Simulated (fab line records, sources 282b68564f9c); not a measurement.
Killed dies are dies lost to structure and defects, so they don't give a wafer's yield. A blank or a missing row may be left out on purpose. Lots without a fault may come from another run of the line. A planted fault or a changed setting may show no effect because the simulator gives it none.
fab line records | flow rit_cmos
record lots=15 wafers=45 last_day=8
route steps=202 shown NRETRO@62 GATE@96 NLDD@112 NSD@134
lots that met no fault: from a run of the same line without faults
start_h: hours from the record's first day to the start of the lot's first wafer shown | wait_h: hours since the lot's step before | " the same as in the row above | L1.1+2: a row that stands for several wafers | - no value, or no start given | * or withheld: withheld | < > ~ a bound
route shown NAME@n: a module of which the file shows steps, and the number in the route of the first | usual: mean/standard deviation of fault-free wafers | same: alike in all rows | chamber/n: place in a boat | sites: the reading at each site | _std_site: their standard deviation | _edge_site: outer sites' mean less inner sites' | radius_mm: how far each site lies from the wafer's centre | mask NAME#n: copy n | behind: the tool/chamber that last shaped the wafer | hold: why the lot was held/for how many hours/how that ended | device: the transistor (n, p or np) that didn't switch | end of line: the same wafers' tests at the end of the route | a step without rows: its recipe alone | killed: dies lost to structure and defects at the first sort, not the wafer's yield | map: a wafer's dies, x killed, . not, _ none there
set.NAME: the setting as run; set.NAME@STEP: as run at that earlier step | model.NAME: the simulator's own value behind a step, which no gauge read
steps of the route over a sample of lots; a table a step, a row a wafer
services: from which hour (start_h, from the record's first day; less than 0 if before it) a tool's chamber was out of use, for how many hours, and why
## steps
# step RIT_NRETRO_STRIP_09
# recipe chemistry=O2 time_s=180 resist=NOVOLAK platen_temp_c=withheld power_w=500 pressure_mtorr=4000 o2_flow_sccm=4000
# usual drypump_motor_current_A=5.82/0.24
# columns lot.wafer tool chamber start_h wait_h drypump_motor_current_A rf_hours_counter_h
L823.2 plasma_asher-04 0 39.29 0.1 5.25 40
L823.3 " 1 " " 5.77 -
L823.6 " 1 " " 5.84 -
L825.4 plasma_asher-04 0 52.88 0.1 5.24 -
L825.5 " 0 " " 5.20 -
L825.6 " 1 " " 5.80 -
L826.2 plasma_asher-01 0 58.88 0.1 5.74 38
L826.4 " 1 " " 6.09 -
L826.5 " 0 " " 5.75 -
L827.3 plasma_asher-01 0 62.98 0.1 5.76 -
L827.4 " 1 " " 6.06 -
L827.6 " 1 " " 6.08 -
L833.2 plasma_asher-02 0 92.05 0.1 5.76 29
L833.5 " 1 " " 6.02 -
L833.6 " 0 " " 5.77 -
L834.1 plasma_asher-02 0 96.72 0.1 5.77 30
L834.3 " 0 " " 5.77 -
L834.5 " 0 " " 5.77 -
L835.2 plasma_asher-01 0 101.35 0.1 5.71 44
L835.3 " 1 " " 6.07 -
L835.5 " 0 " " 5.73 -
L836.1 plasma_asher-02 1 103.80 0.1 6.04 31
L836.3 " 1 " " 6.00 -
L836.5 " 1 " " 6.07 -
L839.2 plasma_asher-01 0 117.28 0.1 5.72 46
L839.4 " 1 " " 6.07 -
L839.6 " 1 " " 6.03 -
L840.2 plasma_asher-02 1 121.82 0.1 5.98 33
L840.3 " 0 " " 5.75 -
L840.4 " 1 " " 6.00 -
L841.1 plasma_asher-01 1 127.07 0.1 6.01 47
L841.3 " 0 " " 5.74 -
L841.6 " 0 " " 5.74 -
L842.4 plasma_asher-02 0 131.53 0.1 5.77 -
L842.5 " 1 " " 6.04 -
L842.6 " 0 " " 5.78 -
L843.2 plasma_asher-04 1 136.01 0.1 5.81 51
L843.4 " 1 " " 5.80 -
L843.5 " 0 " " 5.22 -
L844.1 plasma_asher-01 1 141.66 0.1 6.07 49
L844.3 " 1 " " 6.05 -
L844.4 " 0 " " 5.74 -
L845.2 plasma_asher-01 1 148.14 0.1 6.05 49
L845.3 " 0 " " 5.73 -
L845.6 " 1 " " 6.08 -
# step RIT_GATE_STRIP_20
# recipe chemistry=O2 time_s=180 resist=NOVOLAK platen_temp_c=withheld power_w=500 pressure_mtorr=4000 o2_flow_sccm=4000
# usual drypump_motor_current_A=5.73/0.28
# columns lot.wafer tool chamber start_h wait_h drypump_motor_current_A rf_hours_counter_h
L823.2 plasma_asher-01 1 49.57 0.1 6.07 37
L823.3 " 0 " " 5.73 -
L823.6 " 1 " " 6.06 -
L825.4 plasma_asher-03 1 60.76 0.1 5.76 -
L825.5 " 1 " " 5.75 -
L825.6 " 0 " " 5.39 -
L826.2 plasma_asher-01 0 69.20 0.1 5.72 40
L826.4 " 0 " " 5.73 -
L826.5 " 0 " " 5.73 -
L827.3 plasma_asher-01 1 75.65 0.1 6.07 -
L827.4 " 0 " " 5.73 -
L827.6 " 1 " " 6.04 -
L833.2 plasma_asher-01 0 100.74 0.1 5.71 43
L833.5 " 1 " " 6.05 -
L833.6 " 0 " " 5.72 -
L834.1 plasma_asher-04 0 106.88 0.1 5.22 47
L834.3 " 0 " " 5.23 -
L834.5 " 1 " " 5.79 -
L835.2 plasma_asher-04 0 110.66 0.1 5.23 48
L835.3 " 1 " " 5.80 -
L835.5 " 0 " " 5.23 -
L836.1 plasma_asher-01 1 112.37 0.1 6.04 45
L836.3 " 1 " " 6.02 -
L836.5 " 1 " " 6.09 -
L839.2 plasma_asher-01 1 124.93 0.1 6.05 47
L839.4 " 0 " " 5.75 -
L839.6 " 1 " " 6.10 -
L840.2 plasma_asher-04 0 130.77 0.1 5.21 50
L840.3 " 1 " " 5.78 -
L840.4 " 0 " " 5.23 -
L841.1 plasma_asher-01 1 136.42 0.1 6.07 48
L841.3 " 1 " " 6.06 -
L841.6 " 1 " " 6.10 -
L842.4 plasma_asher-01 1 140.55 0.1 6.03 -
L842.5 " 0 " " 5.76 -
L842.6 " 1 " " 6.06 -
L843.2 plasma_asher-01 0 143.54 0.1 5.77 49
L843.4 " 1 " " 6.10 -
L843.5 " 1 " " 6.07 -
L844.1 plasma_asher-01 0 152.42 0.1 5.74 50
L844.3 " 0 " " 5.75 -
L844.4 " 1 " " 6.09 -
L845.2 plasma_asher-01 0 158.81 0.1 5.73 51
L845.3 " 0 " " 5.72 -
L845.6 " 1 " " 6.10 -
# step RIT_NLDD_STRIP_09
# recipe chemistry=O2 time_s=180 resist=NOVOLAK platen_temp_c=withheld power_w=500 pressure_mtorr=4000 o2_flow_sccm=4000
# usual drypump_motor_current_A=5.66/0.26
# columns lot.wafer tool chamber start_h wait_h drypump_motor_current_A rf_hours_counter_h
L823.2 plasma_asher-03 1 55.93 0.1 5.75 41
L823.3 " 1 " " 5.76 -
L823.6 " 0 " " 5.38 -
L825.4 plasma_asher-04 1 67.52 0.1 5.78 -
L825.5 " 1 " " 5.78 -
L825.6 " 0 " " 5.25 -
L826.2 plasma_asher-04 1 77.59 0.1 5.80 44
L826.4 " 1 " " 5.79 -
L826.5 " 0 " " 5.25 -
L827.3 plasma_asher-04 1 82.86 0.1 5.81 -
L827.4 " 0 " " 5.29 -
L827.6 " 0 " " 5.24 -
L833.2 plasma_asher-03 1 106.94 0.1 5.73 47
L833.5 " 1 " " 5.74 -
L833.6 " 0 " " 5.36 -
L834.1 plasma_asher-04 1 112.52 0.1 5.81 48
L834.3 " 0 " " 5.23 -
L834.5 " 1 " " 5.81 -
L835.2 plasma_asher-02 0 116.88 0.1 5.75 33
L835.3 " 1 " " 6.04 -
L835.5 " 0 " " 5.75 -
L836.1 plasma_asher-04 1 117.43 0.1 5.79 48
L836.3 " 1 " " 5.79 -
L836.5 " 0 " " 5.25 -
L839.2 plasma_asher-03 0 130.11 0.1 5.43 1
L839.4 " 0 " " 5.39 -
L839.6 " 0 " " 5.37 -
L840.2 plasma_asher-02 1 136.10 0.1 5.99 35
L840.3 " 1 " " 6.00 -
L840.4 " 0 " " 5.80 -
L841.1 plasma_asher-02 1 141.25 0.1 6.01 36
L841.3 " 1 " " 5.98 -
L841.6 " 0 " " 5.78 -
L842.4 plasma_asher-03 0 145.18 0.1 5.41 -
L842.5 " 0 " " 5.41 -
L842.6 " 1 " " 5.72 -
L843.2 plasma_asher-02 0 149.74 0.1 5.78 36
L843.4 " 1 " " 6.01 -
L843.5 " 1 " " 6.01 -
L844.1 plasma_asher-04 0 157.54 0.1 5.23 53
L844.3 " 1 " " 5.77 -
L844.4 " 0 " " 5.24 -
L845.2 plasma_asher-02 1 163.40 0.1 6.00 38
L845.3 " 0 " " 5.78 -
L845.6 " 0 " " 5.79 -
# step RIT_NSD_EXPOSE_03
# recipe mask_id=M9 na=0.57 target_cd_nm=40700 dose_mj=250
# usual exposure_dose_mJ_cm2=250.02/0.26 focus_offset_nm=-0.1/0.59 na=0.57/0 stage_vel_mm_s=499.92/0.26
# columns lot.wafer tool chamber start_h wait_h mask exposure_dose_mJ_cm2 focus_offset_nm na stage_vel_mm_s
L823.2 iline_stepper-01 0 61.25 0.2 M9#0 250.40 0.4 0.57 499.91
L823.3 " 0 " " M9#0 250.29 0.4 0.57 499.68
L823.6 " 0 " " M9#0 250.57 0.0 0.57 500.19
L825.4 iline_stepper-01 0 72.47 0.2 M9#0 249.90 -0.1 0.57 499.89
L825.5 " 0 " " M9#0 249.97 -0.5 0.57 500.08
L825.6 " 0 " " M9#0 249.55 -0.1 0.57 500.20
L826.2 iline_stepper-02 0 82.33 0.2 M9#0 250.33 -0.5 0.57 499.97
L826.4 " 0 " " M9#0 250.36 -0.9 0.57 500.18
L826.5 " 0 " " M9#0 250.29 -0.3 0.57 499.86
L827.3 iline_stepper-01 0 87.60 0.2 M9#0 249.85 0.4 0.57 499.40
L827.4 " 0 " " M9#0 249.86 0.6 0.57 499.35
L827.6 " 0 " " M9#0 250.02 0.4 0.57 499.77
L833.2 iline_stepper-02 - 111.66 0.1 M9#0 - - - -
L833.5 " - " " M9#0 - - - -
L833.6 " - " " M9#0 - - - -
L834.1 iline_stepper-01 - 117.31 0.2 M9#0 - - - -
L834.3 " - " " M9#0 - - - -
L834.5 " - " " M9#0 - - - -
L835.2 iline_stepper-01 - 121.71 0.1 M9#0 - - - -
L835.3 " - " " M9#0 - - - -
L835.5 " - " " M9#0 - - - -
L836.1 iline_stepper-01 0 123.15 0.1 M9#0 250.37 -0.7 0.57 500.18
L836.3 " 0 " " M9#0 249.74 -1.0 0.57 499.82
L836.5 " 0 " " M9#0 250.15 0.4 0.57 499.93
L839.2 iline_stepper-01 0 134.88 0.1 M9#0 249.93 0.0 0.57 499.62
L839.4 " 0 " " M9#0 250.10 -0.2 0.57 499.66
L839.6 " 0 " " M9#0 249.91 0.8 0.57 499.57
L840.2 iline_stepper-02 0 146.42 0.2 M9#0 250.12 -0.1 0.57 499.70
L840.3 " 0 " " M9#0 249.85 0.3 0.57 499.85
L840.4 " 0 " " M9#0 250.01 0.4 0.57 499.70
L841.1 iline_stepper-02 0 147.77 0.1 M9#0 249.47 0.0 0.57 500.08
L841.3 " 0 " " M9#0 249.79 0.1 0.57 499.86
L841.6 " 0 " " M9#0 249.45 -0.4 0.57 500.03
L842.4 iline_stepper-02 0 149.79 0.1 M9#0 249.60 -1.4 0.57 500.38
L842.5 " 0 " " M9#0 249.49 -0.5 0.57 499.96
L842.6 " 0 " " M9#0 249.71 -1.4 0.57 500.09
L843.2 iline_stepper-02 0 154.41 0.1 M9#0 249.80 0.3 0.57 500.49
L843.4 " 0 " " M9#0 249.80 1.0 0.57 499.65
L843.5 " 0 " " M9#0 249.86 0.3 0.57 500.07
L844.1 iline_stepper-02 0 163.47 0.1 M9#0 250.29 -0.5 0.57 499.85
L844.3 " 0 " " M9#0 250.22 -0.4 0.57 500.02
L844.4 " 0 " " M9#0 250.02 -0.6 0.57 500.57
L845.2 iline_stepper-01 0 169.24 0.2 M9#0 250.07 0.9 0.57 500.08
L845.3 " 0 " " M9#0 249.97 0.4 0.57 500.16
L845.6 " 0 " " M9#0 250.25 0.7 0.57 500.20
## services
# columns tool chamber start_h hours kind
iline_stepper-02 0 16.46 - calibration
plasma_asher-01 - 31.07 15.6 pm
plasma_asher-02 - 58.08 9.8 repair
plasma_asher-02 - 67.84 9.9 pm
iline_stepper-01 - 75.03 0.8 repair
plasma_asher-04 - 94.35 2.1 repair
plasma_asher-04 - 100.74 0.8 repair
plasma_asher-03 - 108.75 9.0 pm
plasma_asher-03 0 108.75 9.0 vent_cycle
plasma_asher-03 1 108.75 9.0 vent_cycle
plasma_asher-03 0 117.75 - clean
plasma_asher-03 1 117.75 - clean
iline_stepper-02 - 137.05 6.8 repair
iline_stepper-01 - 143.87 1.7 pm
iline_stepper-01 0 163.95 - calibration
## key
first_sign step=RIT_NSD_EXPOSE_03 reading=tool_record direction=missing
effect none on later readings
met_at RIT_NSD_EXPOSE_03
struck_lots L833,L834,L835
sort_left_out L833.2,L833.5,L833.6,L834.1,L834.3,L834.5,L835.2,L835.3,L835.5
tester_left_out L833,L834,L835
not_acting_at RIT_NRETRO_STRIP_09,RIT_GATE_STRIP_20,RIT_NLDD_STRIP_09
onset_between 87.60 111.66
fault kind=skipped_step_whole tool=iline_stepper-01,iline_stepper-02 chamber=- onset_h=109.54 steps=RIT_NSD_EXPOSE_03 scope=struck_lots_only
# tester_left_out: of these lots the tester's yield and bins aren't shown, on N5 and GAA mostly nor the transistor test; their killed dies are dies lost to structure and defects alone, not to doping, threshold or leakage, so they don't give the yield
# sort_left_out: the simulated sort isn't trusted on such a fault, so these wafers' sort isn't shown, and their yield isn't known
